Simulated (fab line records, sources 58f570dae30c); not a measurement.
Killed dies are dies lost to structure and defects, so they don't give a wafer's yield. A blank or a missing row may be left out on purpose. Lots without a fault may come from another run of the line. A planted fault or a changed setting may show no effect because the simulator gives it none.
Split-lot experiment | flow berkeley_cmos170 | 5 lots, 23 wafers read, on a route of 331 steps

THE SPLIT
At UCB170_V2_COAT_07 (resist thk 900 nm), the setting resist_thk_nm was moved away from the recipe's 900 nm on 4 of the 23 wafers read, by -1.5% to +5.0%. The other wafers ran this setting at the recipe's value.

The reading is taken at the split's own step.

THE READING
KrF_of_V2_COAT_07.thk_nm (the simulator's own value, which no gauge read), in nm, at UCB170_V2_COAT_07 (resist thk 900 nm). The file gives no usual value for it. The 19 wafers here that ran the recipe average 901.0 nm, standard deviation 2.1 nm.

wafer  | tool, chamber at the split | resist_thk_nm as run, nm | against the recipe | KrF_of_V2_COAT_07.thk_nm, nm | against lot-mates on the recipe
L074.3 | litho_track-02, 0          | 900                      | recipe             | 901.1                        | -
L074.4 | litho_track-02, 0          | 900                      | recipe             | 900.6                        | -
L074.5 | litho_track-02, 0          | 900                      | recipe             | 901.7                        | -
L076.1 | litho_track-03, 0          | 886.2                    | -1.5%              | 887.4                        | -11.9
L076.3 | litho_track-03, 0          | 900                      | recipe             | 898.7                        | -
L076.4 | litho_track-03, 0          | 886.2                    | -1.5%              | 889.1                        | -10.2
L076.5 | litho_track-03, 0          | 900                      | recipe             | 899.6                        | -
L076.6 | litho_track-03, 0          | 900                      | recipe             | 899.7                        | -
L075.2 | litho_track-03, 0          | 900                      | recipe             | 901.4                        | -
L075.3 | litho_track-03, 0          | 900                      | recipe             | 901.1                        | -
L075.4 | litho_track-03, 0          | 900                      | recipe             | 899.4                        | -
L075.5 | litho_track-03, 0          | 900                      | recipe             | 903.8                        | -
L075.6 | litho_track-03, 0          | 900                      | recipe             | 899.9                        | -
L078.1 | litho_track-01, 0          | 900                      | recipe             | 900.2                        | -
L078.3 | litho_track-01, 0          | 900                      | recipe             | 900.2                        | -
L078.2 | litho_track-01, 0          | 900                      | recipe             | 897.7                        | -
L078.4 | litho_track-01, 0          | 900                      | recipe             | 900.3                        | -
L078.5 | litho_track-01, 0          | 900                      | recipe             | 900.1                        | -
L085.1 | litho_track-02, 0          | 900                      | recipe             | 904.3                        | -
L085.3 | litho_track-02, 0          | 945.3                    | +5.0%              | 947.3                        | +42.7
L085.4 | litho_track-02, 0          | 900                      | recipe             | 906.6                        | -
L085.5 | litho_track-02, 0          | 945.3                    | +5.0%              | 949.3                        | +44.7
L085.6 | litho_track-02, 0          | 900                      | recipe             | 902.9                        | -

THE FIT
A straight line over all 23 wafers: KrF_of_V2_COAT_07.thk_nm changes by +9.28 nm for each +1% of resist_thk_nm; r = +0.99; the points scatter about the line by 2.1 nm.
The same after taking each lot's own level away (the mean of its wafers on the recipe; 23 wafers): +8.53 nm for each +1%; r = +1.00; scatter 1.3 nm.
On that fit, the largest move of resist_thk_nm shifts the reading by 43 nm.
The lots' own levels span 899.33 to 904.60 nm, that is 2.6 times the standard deviation above.
So the lot-to-lot level changes the slope little: the two slopes agree.
Check: with one of the wafers moved furthest among these (+5.0%) left out of the fit, the line predicts +43.6 nm for it against its lot-mates. It came out at +42.7 nm against them.

OTHER SPLITS ON THESE WAFERS
These wafers also went through other splits before the reading. Each is held against what the fit with the lots' levels taken away leaves over:
other split on the same wafers         | wafers away from the commonest value | r with KrF_of_V2_COAT_07.thk_nm (lot level and that fit taken away)
UCB170_CONTACT_CVD_01 time_s           | 10                                   | -0.06
UCB170_CONTACT_EXPOSE_12 dose_mj       | 9                                    | -0.14
UCB170_M1_COAT_04 spin_rpm             | 8                                    | +0.39
UCB170_M2_EXPOSE_12 dose_mj            | 10                                   | +0.23
UCB170_M2_METAL_ETCH_18 over_etch_frac | 7                                    | +0.39

THE WHOLE CHAIN: every reading that the file lists as answering this split, in the file's order
step               | what it does                                                              | reading                                                                   | change (the file's fit)                                                        | r (the file's)
UCB170_V2_COAT_07  | resist thk 900 nm                                                         | KrF_of_V2_COAT_07.thk_nm (the simulator's own value, which no gauge read) | +8.56 nm for each +1% of the setting                                           | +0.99
UCB170_V2_ETCH_14  | etches SiO2 in CHF3/CF4/Ar, stops on Al, target depth 1250 nm, time 291 s | KrF_of_V2_COAT_07.thk_nm (the simulator's own value, which no gauge read) | +8.01 nm for each +1% of the setting, in a fit together with time_s@V2_ETCH_14 | 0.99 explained
UCB170_V2_STRIP_15 | strips in O2                                                              | strip_time_to_endpoint_s                                                  | withheld for each +1% of the setting, in a fit together with time_s@V2_ETCH_14 | 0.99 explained

THE FILE'S OWN FIT
KrF_of_V2_COAT_07.thk_nm changes by +8.56 nm for each +1% of resist_thk_nm, r = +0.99.
